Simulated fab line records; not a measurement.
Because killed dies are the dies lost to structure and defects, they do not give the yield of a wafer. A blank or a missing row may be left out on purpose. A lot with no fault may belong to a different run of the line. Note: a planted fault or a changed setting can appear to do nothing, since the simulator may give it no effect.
Check for tools in common / flow rit-cmos / 39 wafers sampled across 13 lots

WHY THIS WAS OPENED
On 1 of the 13 lots, a flag is raised at RIT_CONTACT_CD_MEAS_08 on the reading cd-nm. No-fault wafers: 1000.5 nm, standard deviation 2.
Rule: a lot gets a flag if all its wafers with a number sit over 4 standard deviations from that mean, or if no wafer of it has a number. The rest of the lots are taken to be sound.

lot=L640; measured=day 3 05:10; on=cd-sem-02; cd-nm (nm), wafer by wafer=999.0 999.8 998.6; flag=
lot=L641; measured=day 3 09:43; on=cd-sem-02; cd-nm (nm), wafer by wafer=1001.6 1002.2 1000.2; flag=
lot=L642; measured=day 3 13:44; on=cd-sem-01; cd-nm (nm), wafer by wafer=1003.5 1001.8 1004.5; flag=
lot=L644; measured=day 4 02:08; on=cd-sem-01; cd-nm (nm), wafer by wafer=1002.5 1001.9 1003.6; flag=
lot=L645; measured=day 4 06:23; on=cd-sem-02; cd-nm (nm), wafer by wafer=998.7 998.3 996.7; flag=
lot=L646; measured=day 4 11:53; on=cd-sem-02; cd-nm (nm), wafer by wafer=998.5 1000.3 999.7; flag=
lot=L647; measured=day 4 15:48; on=cd-sem-02; cd-nm (nm), wafer by wafer=1000.2 998.2 1002.3; flag=
lot=L652; measured=day 5 16:13; on=cd-sem-02; cd-nm (nm), wafer by wafer=1025.9 1086.8 1078.7; flag=FLAGGED
lot=L653; measured=day 5 20:20; on=cd-sem-02; cd-nm (nm), wafer by wafer=1000.5 999.6 1001.2; flag=
lot=L655; measured=day 6 07:26; on=cd-sem-01; cd-nm (nm), wafer by wafer=1003.0 1002.2 1001.5; flag=
lot=L659; measured=day 7 04:06; on=cd-sem-02; cd-nm (nm), wafer by wafer=1000.9 998.6 997.1; flag=
lot=L661; measured=day 7 11:56; on=cd-sem-02; cd-nm (nm), wafer by wafer=1002.7 1001.9 1000.8; flag=
lot=L663; measured=day 7 23:26; on=cd-sem-01; cd-nm (nm), wafer by wafer=999.9 1001.5 997.6; flag=
The numbers of the flagged lots are 1063.8 nm on average: +63.3 nm against the usual, or +32 standard deviations.

LOT BY LOT: THE TOOL USED
The record keeps 1 process step preceding the reading, out of 202 steps on the route. Read each cell as the tool, then ch plus the chambers that the sampled wafers visited, then the start.
lot=L640; flag=; RIT_CONTACT_EXPOSE_05=iline-stepper-01 ch 0, day 3 04:38
lot=L641; flag=; RIT_CONTACT_EXPOSE_05=iline-stepper-01 ch 0, day 3 09:12
lot=L642; flag=; RIT_CONTACT_EXPOSE_05=iline-stepper-02 ch 0, day 3 13:13
lot=L644; flag=; RIT_CONTACT_EXPOSE_05=iline-stepper-01 ch 0, day 4 01:37
lot=L645; flag=; RIT_CONTACT_EXPOSE_05=iline-stepper-02 ch 0, day 4 05:52
lot=L646; flag=; RIT_CONTACT_EXPOSE_05=iline-stepper-02 ch 0, day 4 11:22
lot=L647; flag=; RIT_CONTACT_EXPOSE_05=iline-stepper-01 ch 0, day 4 15:17
lot=L652; flag=FLAGGED; RIT_CONTACT_EXPOSE_05=iline-stepper-01 ch 0, day 5 15:31
lot=L653; flag=; RIT_CONTACT_EXPOSE_05=iline-stepper-02 ch 0, day 5 19:49
lot=L655; flag=; RIT_CONTACT_EXPOSE_05=iline-stepper-02 ch 0, day 6 06:52
lot=L659; flag=; RIT_CONTACT_EXPOSE_05=iline-stepper-02 ch 0, day 7 03:35
lot=L661; flag=; RIT_CONTACT_EXPOSE_05=iline-stepper-02 ch 0, day 7 11:23
lot=L663; flag=; RIT_CONTACT_EXPOSE_05=iline-stepper-02 ch 0, day 7 22:55
These steps, and what they do:
- RIT_CONTACT_EXPOSE_05: exposes mask M11, target cd 1000 nm.
- RIT_CONTACT_CD_MEAS_08: target cd 1000 nm.

FLAGGED OVER TOTAL, TOOL BY TOOL (the gauges that took the reading come last)
step=RIT_CONTACT_EXPOSE_05; tool=iline-stepper-01; lots run=5; flagged=1; share of the flagged lots=all; sound lots run after its first flagged lot=0
step=RIT_CONTACT_EXPOSE_05; tool=iline-stepper-02; lots run=8; flagged=0; share of the flagged lots=none; sound lots run after its first flagged lot=-
step=RIT_CONTACT_CD_MEAS_08; tool=cd-sem-01; lots run=4; flagged=0; share of the flagged lots=none; sound lots run after its first flagged lot=-
step=RIT_CONTACT_CD_MEAS_08; tool=cd-sem-02; lots run=9; flagged=1; share of the flagged lots=all; sound lots run after its first flagged lot=3 (L653,L659,L661)

WHAT THE TABLE PERMITS
iline-stepper-01 at RIT_CONTACT_EXPOSE_05 and cd-sem-02 at RIT_CONTACT_CD_MEAS_08 are the 2 rows of the table that ran each flagged lot.
- iline-stepper-01 at RIT_CONTACT_EXPOSE_05 ran 5 lots, 1 of them flagged. Its last sound lot is L647 (day 4 15:17), its first flagged lot L652 (day 5 15:31): a fault that began between those two fits. Its own readings lie more than 4 standard deviations out on every wafer of the flagged lots: exposure-dose-mJ-cm2.
- cd-sem-02 at RIT_CONTACT_CD_MEAS_08 ran 9 lots, 1 of them flagged. Sound lots followed the first flagged one (L653, L659, L661) on it, something a lasting fault affecting the whole tool could not allow.
iline-stepper-01 at RIT_CONTACT_EXPOSE_05 is the single tool remaining.

WHAT THE SIMULATOR HAD INSERTED
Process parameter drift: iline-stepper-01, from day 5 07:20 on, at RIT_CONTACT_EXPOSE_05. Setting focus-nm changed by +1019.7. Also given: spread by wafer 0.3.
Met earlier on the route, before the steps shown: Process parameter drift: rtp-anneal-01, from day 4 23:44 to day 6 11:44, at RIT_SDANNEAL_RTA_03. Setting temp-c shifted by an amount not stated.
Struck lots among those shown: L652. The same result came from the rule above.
